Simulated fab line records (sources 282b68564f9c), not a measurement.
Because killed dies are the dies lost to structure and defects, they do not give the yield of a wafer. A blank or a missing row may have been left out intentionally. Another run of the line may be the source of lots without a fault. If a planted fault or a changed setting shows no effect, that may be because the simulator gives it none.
fab line records | flow ritCmos
record: lots: 7 | wafers: 21 | lastDay: 7
route steps=202 shown PLDD@120 SPACER@125 NSD@131 M1@202
lots untouched by any fault: they come from a run of this same line in which no faults occurred
startH: start of the lot's first displayed wafer, in hours after the record's first day | waitH: how many hours have passed since the lot's step before this one | " repeats the value in the row above | L1.1+2: a single row standing in for several wafers | - no value present, or no start provided | * or withheld: withheld | < > ~ a bound
route shown NAME@n: NAME is a module with steps in the file, n the number in the route of the first one | usual: mean/standard deviation of fault-free wafers | same: alike in all rows | chamber/n: place in a boat | sites: the reading at each site | _std_site: their standard deviation | _edge_site: mean of outer sites minus mean of inner sites | radiusMm: how far each site lies from the wafer's centre | mask NAME#n: copy n | behind: the last tool/chamber to shape the wafer | hold: reason for holding the lot/hours on hold/outcome of the hold | device: the n, p or np transistor that did not switch | end of line: at the end of the route, the tests of the same wafers | a step without rows: its recipe alone | killed: count of dies lost to structure and defects at first sort (not the wafer's yield) | map: a wafer's dies, marking killed ones x, the rest . and places with no die _
set.NAME: setting as actually run; set.NAME@STEP: the setting as run at that earlier step | model.NAME: the simulator's own value behind a step, which no gauge read
certain route steps with their lots: each step a table, each wafer a row
services: from which hour (startH, from the record's first day; less than 0 if before it) a tool's chamber was out of use, for how many hours, and why
== steps ==
step: RIT_PLDD_OVL_MEAS_06
usual: PLDD_OVL: -0.2/1.4
lot.wafer | tool       | chamber | startH | waitH | PLDD_OVL[nm]
L339.1    | overlay-02 | -       | 78.61  | -     | 0.6
L339.2    | "          | -       | "      | "     | 1.1
L339.3    | "          | -       | "      | "     | 2.7
L341.1    | overlay-01 | -       | 90.10  | -     | -0.2
L341.2    | "          | -       | "      | "     | -1.4
L341.4    | "          | -       | "      | "     | -1.3
L343.3    | overlay-02 | -       | 95.79  | -     | -0.1
L343.5    | "          | -       | "      | "     | 0.5
L343.6    | "          | -       | "      | "     | 0.5
L345.2    | overlay-02 | -       | 104.41 | -     | -0.2
L345.3    | "          | -       | "      | "     | 0.6
L345.5    | "          | -       | "      | "     | 1.3
L346.1    | overlay-01 | -       | 108.40 | -     | 1.1
L346.2    | "          | -       | "      | "     | 2.9
L346.6    | "          | -       | "      | "     | 4.1
L355.2    | overlay-01 | -       | 154.50 | -     | 0.0
L355.3    | "          | -       | "      | "     | -0.9
L355.4    | "          | -       | "      | "     | -1.6
L356.1    | overlay-01 | -       | 161.29 | -     | 0.3
L356.2    | "          | -       | "      | "     | -1.6
L356.5    | "          | -       | "      | "     | 1.0
step: RIT_PLDD_HARDBAKE_07
recipe: resist: NOVOLAK | tempC: 140 | timeS: 60
step: RIT_PLDD_IMPLANT_08
recipe: species: BF2 | energyKev: 20 | doseCm2: 9e+14 | tiltDeg: 7
step: RIT_PLDD_STRIP_09
recipe: chemistry: O2 | timeS: 180 | resist: NOVOLAK | platenTempC: withheld | powerW: 500 | pressureMtorr: 4000 | o2FlowSccm: 4000
usual: chamberPressureMTorr: 4000/3.9 | drypumpMotorCurrentA: 5.7/0.33
lot.wafer | tool           | chamber | startH | waitH | chamberPressureMTorr | drypumpMotorCurrentA | rfHoursCounterH
L339.1    | plasmaAsher-03 | 0       | 78.95  | 0.1   | 4004                 | 5.8                  | 45
L339.2    | "              | 1       | "      | "     | 4002                 | 5.3                  | 45
L339.3    | "              | 1       | "      | "     | 3998                 | 5.3                  | -
L341.1    | plasmaAsher-03 | 0       | 90.52  | 0.1   | 3999                 | 5.8                  | 47
L341.2    | "              | 1       | "      | "     | 4004                 | 5.3                  | 47
L341.4    | "              | 0       | "      | "     | 4000                 | 5.8                  | -
L343.3    | plasmaAsher-03 | 0       | 96.17  | 0.1   | 4009                 | 5.8                  | -
L343.5    | "              | 1       | "      | "     | 3995                 | 5.3                  | -
L343.6    | "              | 0       | "      | "     | 4004                 | 5.8                  | -
L345.2    | plasmaAsher-04 | 0       | 104.74 | 0.1   | 4008                 | 5.3                  | 41
L345.3    | "              | 0       | "      | "     | 3997                 | 5.3                  | -
L345.5    | "              | 0       | "      | "     | 3996                 | 5.3                  | -
L346.1    | plasmaAsher-02 | 1       | 108.74 | 0.1   | 4002                 | 5.7                  | 48
L346.2    | "              | 0       | "      | "     | 4008                 | 6.3                  | 48
L346.6    | "              | 1       | "      | "     | 3999                 | 5.7                  | -
L355.2    | plasmaAsher-04 | 1       | 154.83 | 0.1   | 4003                 | 5.7                  | 4
L355.3    | "              | 0       | "      | "     | 4004                 | 5.3                  | -
L355.4    | "              | 1       | "      | "     | 3999                 | 5.8                  | -
L356.1    | plasmaAsher-04 | 0       | 161.63 | 0.1   | 4000                 | 5.3                  | 5
L356.2    | "              | 1       | "      | "     | 3998                 | 5.7                  | 5
L356.5    | "              | 0       | "      | "     | 3997                 | 5.3                  | -
step: RIT_PLDD_TW_MEAS_10
usual: PLDD_TW: 2363/11
lot.wafer | tool         | chamber | startH | waitH | PLDD_TW
L339.1    | filmMetro-02 | -       | 79.12  | 0.1   | 2387
L339.2    | "            | -       | "      | "     | 2371
L339.3    | "            | -       | "      | "     | 2374
L341.1    | filmMetro-02 | -       | 90.70  | 0.1   | 2367
L341.2    | "            | -       | "      | "     | 2356
L341.4    | "            | -       | "      | "     | 2365
L343.3    | filmMetro-02 | -       | 96.31  | 0.1   | 2366
L343.5    | "            | -       | "      | "     | 2363
L343.6    | "            | -       | "      | "     | 2363
L345.2    | filmMetro-01 | -       | 104.93 | 0.1   | 2357
L345.3    | "            | -       | "      | "     | 2358
L345.5    | "            | -       | "      | "     | 2367
L346.1    | filmMetro-01 | -       | 108.91 | 0.1   | 2356
L346.2    | "            | -       | "      | "     | 2345
L346.6    | "            | -       | "      | "     | 2352
L355.2    | filmMetro-01 | -       | 155.02 | 0.1   | 2367
L355.3    | "            | -       | "      | "     | 2369
L355.4    | "            | -       | "      | "     | 2359
L356.1    | filmMetro-02 | -       | 161.80 | 0.1   | 2361
L356.2    | "            | -       | "      | "     | 2356
L356.5    | "            | -       | "      | "     | 2336
step: RIT_SPACER_CLEAN_00
recipe: chemistry: SC1 | mix: 3:3:50 | timeS: 600 | tempC: 75
step: RIT_SPACER_CLEAN_01
recipe: chemistry: dHF | dilution: 50:1 | timeS: 30
step: RIT_SPACER_CLEAN_02
recipe: chemistry: SC2 | mix: 3:3:50 | timeS: 600 | tempC: 75 | dry: n2Spin
step: RIT_SPACER_CVD_03
recipe: material: Si3N4 | targetThkNm: 250 | tempC: 810 | precursor: SiH2Cl2/NH3 | timeS: 3300 | pressureMtorr: 300 | sih2cl2FlowSccm: 60 | nh3FlowSccm: 150
step: RIT_SPACER_THK_MEAS_04
recipe: reads: Si3N4_of_SPACER_CVD_03
usual: SPACER_NITRIDE_THK: 248.2/2
lot.wafer | tool         | chamber | startH | waitH | SPACER_NITRIDE_THK[nm]
L339.1    | filmMetro-04 | -       | 81.61  | 0.0   | 249.4
L339.2    | "            | -       | "      | "     | 249.2
L339.3    | "            | -       | "      | "     | 249.5
L341.1    | filmMetro-04 | -       | 93.04  | 0.0   | 247.3
L341.2    | "            | -       | "      | "     | 245.3
L341.4    | "            | -       | "      | "     | 249.6
L343.3    | filmMetro-04 | -       | 98.65  | 0.0   | 247.6
L343.5    | "            | -       | "      | "     | 247.7
L343.6    | "            | -       | "      | "     | 247.7
L345.2    | filmMetro-04 | -       | 107.27 | 0.0   | 247.5
L345.3    | "            | -       | "      | "     | 244.5
L345.5    | "            | -       | "      | "     | 248.9
L346.1    | filmMetro-04 | -       | 111.25 | 0.0   | 248.8
L346.2    | "            | -       | "      | "     | 250.7
L346.6    | "            | -       | "      | "     | 246.8
L355.2    | filmMetro-01 | -       | 157.36 | 0.0   | 247.3
L355.3    | "            | -       | "      | "     | 245.3
L355.4    | "            | -       | "      | "     | 246.1
L356.1    | filmMetro-01 | -       | 164.14 | 0.0   | 248.4
L356.2    | "            | -       | "      | "     | 249.4
L356.5    | "            | -       | "      | "     | 249.7
step: RIT_SPACER_ETCHBACK_05
recipe: targetDepthA: 2500 | SF6_flow_sccm: 30 | CHF3_flow_sccm: 30 | target: Si3N4 | chemistry: SF6/CHF3 | pressureMtorr: 40 | rfW: 250 | timeS: 240 | stopOn: SiO2
usual: chamberPressureMTorr: 40.00/0.033 | drypumpMotorCurrentA: 5.6/0.51 | oesProductAu: 0.841/0.014 | throttleValvePct: 10.30/0.1
lot.wafer | tool       | chamber | startH | waitH | chamberPressureMTorr | drypumpMotorCurrentA | oesProductAu | rfHoursCounterH | throttleValvePct
L339.1    | rieDiel-03 | 1       | 81.67  | 0.1   | 40.02                | 6.1                  | 0.848        | 1               | 10.14
L339.2    | "          | 2       | "      | "     | 40.01                | 6.5                  | 0.832        | 3               | 10.40
L339.3    | "          | 0       | "      | "     | 40.05                | 5.3                  | 0.856        | 4               | 10.20
L341.1    | rieDiel-04 | 0       | 93.10  | 0.1   | 39.97                | 5.1                  | 0.854        | 83              | 10.35
L341.2    | "          | 3       | "      | "     | 39.98                | 5.8                  | 0.858        | 113             | 10.22
L341.4    | "          | 2       | "      | "     | 40.02                | 5.0                  | 0.851        | 3               | 10.35
L343.3    | rieDiel-01 | 0       | 98.69  | 0.0   | 39.96                | 5.6                  | 0.819        | 19              | 10.38
L343.5    | "          | 2       | "      | "     | 39.99                | 6.0                  | 0.834        | -               | 10.39
L343.6    | "          | 1       | "      | "     | 39.96                | 5.6                  | 0.824        | -               | 10.22
L345.2    | rieDiel-03 | 2       | 107.32 | 0.0   | 40.01                | 6.5                  | 0.830        | 3               | 10.41
L345.3    | "          | 3       | "      | "     | 39.98                | 5.6                  | 0.824        | 18              | 10.32
L345.5    | "          | 0       | "      | "     | 40.04                | 5.3                  | 0.851        | -               | 10.20
L346.1    | rieDiel-04 | 1       | 111.31 | 0.1   | 39.98                | 4.9                  | 0.835        | 111             | 10.39
L346.2    | "          | 3       | "      | "     | 39.98                | 5.8                  | 0.863        | 113             | 10.22
L346.6    | "          | 0       | "      | "     | 40.00                | 5.1                  | 0.859        | -               | 10.34
L355.2    | rieDiel-03 | 0       | 157.41 | 0.0   | 40.01                | 5.3                  | 0.850        | 5               | 10.19
L355.3    | "          | 2       | "      | "     | 39.93                | 6.5                  | 0.817        | 5               | 10.42
L355.4    | "          | 3       | "      | "     | 39.99                | 5.7                  | 0.833        | 19              | 10.28
L356.1    | rieDiel-03 | 2       | 164.20 | 0.1   | 39.97                | 6.5                  | 0.833        | 5               | 10.40
L356.2    | "          | 3       | "      | "     | 40.04                | 5.7                  | 0.838        | 19              | 10.32
L356.5    | "          | 2       | "      | "     | 40.01                | 6.5                  | 0.834        | -               | 10.41
step: RIT_NSD_HMDS_00
recipe: primeTimeS: 60 | primeTempC: 140
step: RIT_NSD_COAT_01
recipe: resist: NOVOLAK | spinRpm: 3250 | resistThkNm: 1000
usual: chillPlateTempC: 23.00/0.1 | dispensePressureKPa: 49.4/0.37 | exhaustPa: 44.8/0.85 | resistLineTempC: 23.00/0.11 | spinSpeedRpm: 3249.8/2.2
lot.wafer | tool          | chamber | startH | waitH | chillPlateTempC | dispensePressureKPa | exhaustPa | resistLineTempC | spinSpeedRpm | model.NOVOLAK_of_NSD_COAT_01.thkNm
L339.1    | lithoTrack-03 | 0       | 81.97  | 0.1   | 22.95           | 49.5                | 45.1      | 23.04           | 3249.7       | 996.9
L339.2    | "             | 0       | "      | "     | 22.83           | 49.5                | 44.3      | 23.24           | 3250.3       | 995.8
L339.3    | "             | 0       | "      | "     | 23.06           | 49.5                | 44.8      | 22.99           | 3250.6       | 997
L341.1    | lithoTrack-04 | 0       | 93.40  | 0.1   | 23.19           | 49.1                | 44.9      | 22.90           | 3247.6       | 1002
L341.2    | "             | 0       | "      | "     | 23.06           | 49.1                | 45.0      | 22.93           | 3247.1       | 1000
L341.4    | "             | 0       | "      | "     | 23.05           | 49.0                | 44.8      | 23.01           | 3246.5       | 1000
L343.3    | lithoTrack-04 | 0       | 99.04  | 0.1   | 22.84           | 49.0                | 46.1      | 22.90           | 3083.2       | 1028
L343.5    | "             | 0       | "      | "     | 23.09           | 49.0                | 44.3      | 23.11           | 3085.8       | 1029
L343.6    | "             | 0       | "      | "     | 23.03           | 49.0                | 45.3      | 22.89           | 3083.6       | 1026
L345.2    | lithoTrack-04 | 0       | 107.64 | 0.1   | 22.96           | 49.1                | 45.1      | 23.11           | 3085.8       | 1021
L345.3    | "             | 0       | "      | "     | 23.04           | 49.1                | 45.2      | 23.09           | 3083.6       | 1024
L345.5    | "             | 0       | "      | "     | 23.15           | 49.1                | 46.0      | 23.06           | 3082.5       | 1022
L346.1    | lithoTrack-04 | 0       | 111.61 | 0.1   | 23.18           | 49.1                | 43.6      | 22.93           | 3086.6       | 1027
L346.2    | "             | 0       | "      | "     | 23.02           | 49.1                | 44.2      | 23.02           | 3084.5       | 1024
L346.6    | "             | 0       | "      | "     | 23.12           | 49.0                | 42.8      | 23.08           | 3085.8       | 1027
L355.2    | lithoTrack-02 | 0       | 157.74 | 0.1   | 23.26           | 50.0                | 43.2      | 22.94           | 3248.6       | 1002
L355.3    | "             | 0       | "      | "     | 22.99           | 50.0                | 44.4      | 23.06           | 3248.8       | 1001
L355.4    | "             | 0       | "      | "     | 23.10           | 50.0                | 44.5      | 23.12           | 3249.1       | 1002
L356.1    | lithoTrack-03 | 0       | 164.50 | 0.1   | 23.05           | 49.4                | 43.3      | 23.12           | 3247.5       | 1003
L356.2    | "             | 0       | "      | "     | 22.82           | 49.4                | 45.1      | 22.86           | 3248.8       | 1002
L356.5    | "             | 0       | "      | "     | 23.06           | 49.4                | 43.1      | 22.82           | 3251.2       | 1001
step: RIT_NSD_SOFTBAKE_02
recipe: resist: NOVOLAK | tempC: 90 | timeS: 60
step: RIT_NSD_EXPOSE_03
recipe: maskId: M9 | na: 0.57 | targetCdNm: 40700 | doseMj: 250
step: RIT_NSD_PEB_04
recipe: resist: NOVOLAK | tempC: withheld | timeS: withheld
step: RIT_NSD_DEVELOP_05
recipe: resist: NOVOLAK | developTimeS: 50 | devTempC: 23
step: RIT_NSD_OVL_MEAS_06
usual: NSD_OVL: -0.7/1.6
lot.wafer | tool       | chamber | startH | waitH | NSD_OVL[nm]
L339.1    | overlay-01 | -       | 82.79  | -     | -1.3
L339.2    | "          | -       | "      | "     | -1.3
L339.3    | "          | -       | "      | "     | -0.6
L341.1    | overlay-01 | -       | 94.10  | -     | 3.4
L341.2    | "          | -       | "      | "     | 0.7
L341.4    | "          | -       | "      | "     | 0.7
L343.3    | overlay-01 | -       | 99.78  | -     | 2.6
L343.5    | "          | -       | "      | "     | 1.2
L343.6    | "          | -       | "      | "     | 2.0
L345.2    | overlay-02 | -       | 108.52 | -     | 0.8
L345.3    | "          | -       | "      | "     | 1.1
L345.5    | "          | -       | "      | "     | -0.8
L346.1    | overlay-01 | -       | 112.44 | -     | 0.5
L346.2    | "          | -       | "      | "     | -0.5
L346.6    | "          | -       | "      | "     | 2.5
L355.2    | overlay-01 | -       | 158.54 | -     | -0.5
L355.3    | "          | -       | "      | "     | -0.5
L355.4    | "          | -       | "      | "     | -1.7
L356.1    | overlay-01 | -       | 165.20 | -     | -3.0
L356.2    | "          | -       | "      | "     | -3.4
L356.5    | "          | -       | "      | "     | -3.4
step: RIT_NSD_HARDBAKE_07
recipe: resist: NOVOLAK | tempC: 140 | timeS: 60
usual: chillPlateTempC: 23.01/0.089 | exhaustPa: 45.1/0.87 | heaterPowerTotalW: 62.55/0.045 | resistLineTempC: 22.99/0.12
lot.wafer | tool          | chamber | startH | waitH | chillPlateTempC | exhaustPa | heaterPowerTotalW | resistLineTempC | model.NOVOLAK_of_NSD_COAT_01.thkNm
L339.1    | lithoTrack-04 | 0       | 82.83  | 0.0   | 22.87           | 44.9      | 62.60             | 23.02           | 881.1
L339.2    | "             | 0       | "      | "     | 22.95           | 44.8      | 62.52             | 22.87           | 880
L339.3    | "             | 0       | "      | "     | 23.08           | 46.1      | 62.52             | 22.95           | 881.1
L341.1    | lithoTrack-04 | 0       | 94.14  | 0.0   | 23.06           | 46.8      | 62.52             | 23.01           | 885.6
L341.2    | "             | 0       | "      | "     | 23.02           | 47.3      | 62.52             | 22.80           | 883.9
L341.4    | "             | 0       | "      | "     | 22.91           | 45.5      | 62.50             | 23.05           | 883.7
L343.3    | lithoTrack-03 | 0       | 99.86  | 0.1   | 23.16           | 46.7      | 62.51             | 23.11           | 908
L343.5    | "             | 0       | "      | "     | 22.94           | 47.1      | 62.64             | 22.96           | 909.5
L343.6    | "             | 0       | "      | "     | 22.98           | 44.7      | 62.60             | 23.03           | 906.1
L345.2    | lithoTrack-02 | 0       | 108.58 | 0.0   | 23.01           | 46.3      | 62.58             | 23.08           | 902.5
L345.3    | "             | 0       | "      | "     | 23.04           | 44.6      | 62.59             | 23.01           | 904.7
L345.5    | "             | 0       | "      | "     | 22.99           | 43.9      | 62.61             | 23.14           | 902.8
L346.1    | lithoTrack-04 | 0       | 112.73 | 0.3   | 23.06           | 44.7      | 62.57             | 22.96           | 907.4
L346.2    | "             | 0       | "      | "     | 22.88           | 45.9      | 62.52             | 22.89           | 905.2
L346.6    | "             | 0       | "      | "     | 22.98           | 46.2      | 62.54             | 23.08           | 907.1
L355.2    | lithoTrack-02 | 0       | 158.60 | 0.0   | 23.00           | 45.6      | 62.53             | 23.24           | 885.7
L355.3    | "             | 0       | "      | "     | 22.83           | 45.2      | 62.48             | 23.09           | 884.6
L355.4    | "             | 0       | "      | "     | 23.04           | 45.7      | 62.55             | 23.01           | 885.3
L356.1    | lithoTrack-02 | 0       | 165.24 | 0.0   | 23.06           | 45.8      | 62.58             | 22.94           | 886.8
L356.2    | "             | 0       | "      | "     | 23.03           | 45.6      | 62.57             | 22.84           | 885.2
L356.5    | "             | 0       | "      | "     | 22.99           | 46.9      | 62.59             | 22.94           | 884.8
step: RIT_NSD_IMPLANT_08
recipe: species: P | energyKev: 25 | doseCm2: 1e+15 | tiltDeg: 7
step: RIT_M1_PROBE_99
usual: killedAtFrontEnd: 7/3.1 | killedDies: 7/3.1 | killedOpen: 3.3/2 | killedShort: 3.5/1.9
same: grossDies: 264 | killed_at_M0_to_M3: 0 | killed_at_M4_up: 0 | killedAtBackSide: 0 | killedAtContacts: 0 | killedAtOther: 0
lot.wafer | tool      | chamber | startH | waitH | killedAtFrontEnd | killedDies | killedOpen | killedShort
L339.1    | prober-01 | -       | 93.07  | 0.1   | 5                | 5          | 5          | 0
L339.2    | prober-01 | -       | 93.12  | 0.1   | 4                | 4          | 3          | 1
L339.3    | prober-01 | -       | 93.17  | 0.2   | 8                | 8          | 6          | 2
L341.1    | prober-01 | -       | 104.20 | 0.1   | 15               | 15         | 9          | 6
L341.2    | prober-01 | -       | 104.25 | 0.1   | 5                | 5          | 3          | 2
L341.4    | prober-01 | -       | 104.35 | 0.2   | 7                | 7          | 3          | 4
L343.3    | prober-01 | -       | 109.54 | 0.2   | 7                | 7          | 4          | 3
L343.5    | prober-01 | -       | 109.64 | 0.2   | 9                | 9          | 5          | 4
L343.6    | prober-01 | -       | 109.69 | 0.2   | 6                | 6          | 3          | 3
L345.2    | prober-01 | -       | 118.58 | 0.1   | 5                | 5          | 3          | 2
L345.3    | prober-01 | -       | 118.63 | 0.2   | 8                | 8          | 3          | 4
L345.5    | prober-01 | -       | 118.73 | 0.2   | 5                | 5          | 1          | 4
L346.1    | prober-02 | -       | 122.75 | 0.1   | 10               | 10         | 6          | 4
L346.2    | prober-02 | -       | 122.80 | 0.1   | 6                | 6          | 4          | 2
L346.6    | prober-02 | -       | 123.00 | 0.2   | 7                | 7          | 3          | 4
L355.2    | prober-01 | -       | 169.24 | 0.1   | 9                | 9          | 7          | 2
L355.3    | prober-01 | -       | 169.29 | 0.2   | 8                | 8          | 3          | 5
L355.4    | prober-01 | -       | 169.34 | 0.2   | 4                | 4          | 1          | 3
L356.1    | prober-02 | -       | 175.24 | 0.1   | 14               | 14         | 10         | 4
L356.2    | prober-02 | -       | 175.29 | 0.1   | 6                | 6          | 2          | 4
L356.5    | prober-02 | -       | 175.44 | 0.2   | 9                | 9          | 4          | 5
killed by level:class
L339.1 REOX:geometricParticle:open=3 FOX1:geometricParticle:open=2
L339.2 REOX:geometricParticle:open=2 GATE:geometricParticle:short=1 GATE:geometricParticle:open=1
L339.3 FOX1:geometricParticle:open=2 SILICIDE:geometricParticle:open=2 FOX2:geometricParticle:open=1 GATE:geometricParticle:open=1 SPACER:geometricParticle:short=1 SILICIDE:geometricParticle:short=1
L341.1 GATE:geometricParticle:open=4 FOX1:geometricParticle:short=3 FOX1:geometricParticle:open=2 REOX:geometricParticle:open=2 SPACER:geometricParticle:short=2 FOX2:geometricParticle:open=1 REOX:geometricParticle:short=1
L341.2 FOX1:geometricParticle:open=1 GATE:geometricParticle:open=1 GATE:geometricParticle:short=1 REOX:geometricParticle:short=1 SPACER:geometricParticle:open=1
L341.4 FOX2:geometricParticle:short=2 GATE:geometricParticle:open=2 FOX1:geometricParticle:short=1 REOX:geometricParticle:short=1 SPACER:geometricParticle:open=1
L343.3 REOX:geometricParticle:open=2 SILICIDE:geometricParticle:short=2 FOX2:geometricParticle:short=1 GATE:geometricParticle:open=1 SILICIDE:geometricParticle:open=1
L343.5 REOX:geometricParticle:open=2 REOX:geometricParticle:short=2 FOX1:geometricParticle:open=1 GATE:geometricParticle:short=1 GATE:geometricParticle:open=1 SILICIDE:geometricParticle:open=1 SILICIDE:geometricParticle:short=1
L343.6 SPACER:geometricParticle:open=2 FOX1:geometricParticle:short=1 GATE:geometricParticle:open=1 REOX:geometricParticle:short=1 SILICIDE:geometricParticle:short=1
L345.2 SILICIDE:geometricParticle:open=2 FOX1:geometricParticle:short=1 FOX1:geometricParticle:open=1 FOX2:geometricParticle:short=1
L345.3 FOX2:geometricParticle:short=2 SILICIDE:geometricParticle:open=2 FOX1:geometricParticle:open=1 FOX1:geometricParticle:short=1 GATE:geometricParticle:short=1 NWELL:coatMicrobubblePrinted=1
L345.5 FOX1:geometricParticle:short=2 REOX:geometricParticle:open=1 REOX:geometricParticle:short=1 SPACER:geometricParticle:short=1
L346.1 SILICIDE:geometricParticle:open=2 FOX1:geometricParticle:open=1 FOX1:geometricParticle:short=1 GATE:geometricParticle:open=1 REOX:geometricParticle:short=1 REOX:geometricParticle:open=1 SPACER:geometricParticle:open=1 SPACER:geometricParticle:short=1
L346.2 GATE:geometricParticle:open=2 FOX1:geometricParticle:open=1 REOX:geometricParticle:short=1 REOX:geometricParticle:open=1 SPACER:geometricParticle:short=1
L346.6 GATE:geometricParticle:open=3 GATE:geometricParticle:short=2 SPACER:geometricParticle:short=1 SILICIDE:geometricParticle:short=1
L355.2 FOX1:geometricParticle:open=2 REOX:geometricParticle:open=2 FOX2:geometricParticle:open=1 GATE:geometricParticle:open=1 SPACER:geometricParticle:short=1 SILICIDE:geometricParticle:short=1 SILICIDE:geometricParticle:open=1
L355.3 SILICIDE:geometricParticle:short=2 FOX1:geometricParticle:open=1 FOX2:geometricParticle:short=1 GATE:geometricParticle:short=1 GATE:geometricParticle:open=1 SPACER:geometricParticle:open=1 SPACER:geometricParticle:short=1
L355.4 FOX2:geometricParticle:open=1 GATE:geometricParticle:short=1 REOX:geometricParticle:short=1 SPACER:geometricParticle:short=1
L356.1 GATE:geometricParticle:open=6 SILICIDE:geometricParticle:open=3 FOX1:geometricParticle:short=1 GATE:geometricParticle:short=1 SPACER:geometricParticle:short=1 SPACER:geometricParticle:open=1 SILICIDE:geometricParticle:short=1
L356.2 GATE:geometricParticle:short=2 GATE:geometricParticle:open=1 SPACER:geometricParticle:open=1 SPACER:geometricParticle:short=1 SILICIDE:geometricParticle:short=1
L356.5 GATE:geometricParticle:short=4 REOX:geometricParticle:open=2 FOX1:geometricParticle:short=1 FOX1:geometricParticle:open=1 SILICIDE:geometricParticle:open=1
== services ==
tool           | chamber | startH | hours | kind
rieDiel-01     | 0       | 56.66  | 6.4   | repair
rieDiel-04     | 3       | 57.05  | 10.8  | repair
plasmaAsher-04 | -       | 62.61  | 0.7   | repair
rieDiel-01     | 1       | 72.72  | 9.4   | repair
rieDiel-01     | 3       | 79.12  | 24.8  | repair
plasmaAsher-04 | -       | 91.79  | 1.4   | repair
plasmaAsher-04 | -       | 99.32  | 2.8   | repair
plasmaAsher-04 | -       | 108.75 | 9.0   | pm
plasmaAsher-04 | 0       | 108.75 | 9.0   | ventCycle
plasmaAsher-04 | 1       | 108.75 | 9.0   | ventCycle
rieDiel-01     | 3       | 109.01 | 5.2   | repair
rieDiel-01     | 0       | 109.79 | 5.3   | repair
plasmaAsher-04 | 0       | 117.75 | -     | clean
plasmaAsher-04 | 1       | 117.75 | -     | clean
rieDiel-01     | 1       | 131.37 | 7.8   | repair
plasmaAsher-03 | -       | 141.43 | 21.0  | repair
rieDiel-04     | 1       | 156.96 | 3.3   | repair
rieDiel-03     | 0       | 160.22 | 8.5   | repair
== key ==
firstSign: step: RIT_NSD_COAT_01 | reading: spinSpeedRpm | direction: down | sigmas: 76 | usual: 3249.8 | struck: 3084.6
effect none on later readings
modelEffect: step: RIT_NSD_COAT_01 | value: NOVOLAK_of_NSD_COAT_01.thkNm | without: 998.9 | struck: 1025
modelEffect: step: RIT_NSD_HARDBAKE_07 | value: NOVOLAK_of_NSD_COAT_01.thkNm | without: 882.8 | struck: 905.9
metAt RIT_NSD_COAT_01
struckWafers L343.3,L343.5,L343.6,L345.2,L345.3,L345.5,L346.1,L346.2,L346.6
testerLeftOut L343,L345,L346
onsetBetween 93.40 99.04
fault: kind: processParameterDrift | tool: lithoTrack-04 | chamber: - | onsetH: 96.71 | steps: RIT_NSD_COAT_01 | channel: spinRpm | offset: -165.71 | shape: step | endH: 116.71 | actsIn: theseRecipesOnly | stated: 3250
testerLeftOut: of these lots the tester's yield and bins aren't shown, on N5 and GAA mostly nor the transistor test; their killed dies are dies lost to structure and defects alone, not to doping, threshold or leakage, so they don't give the yield
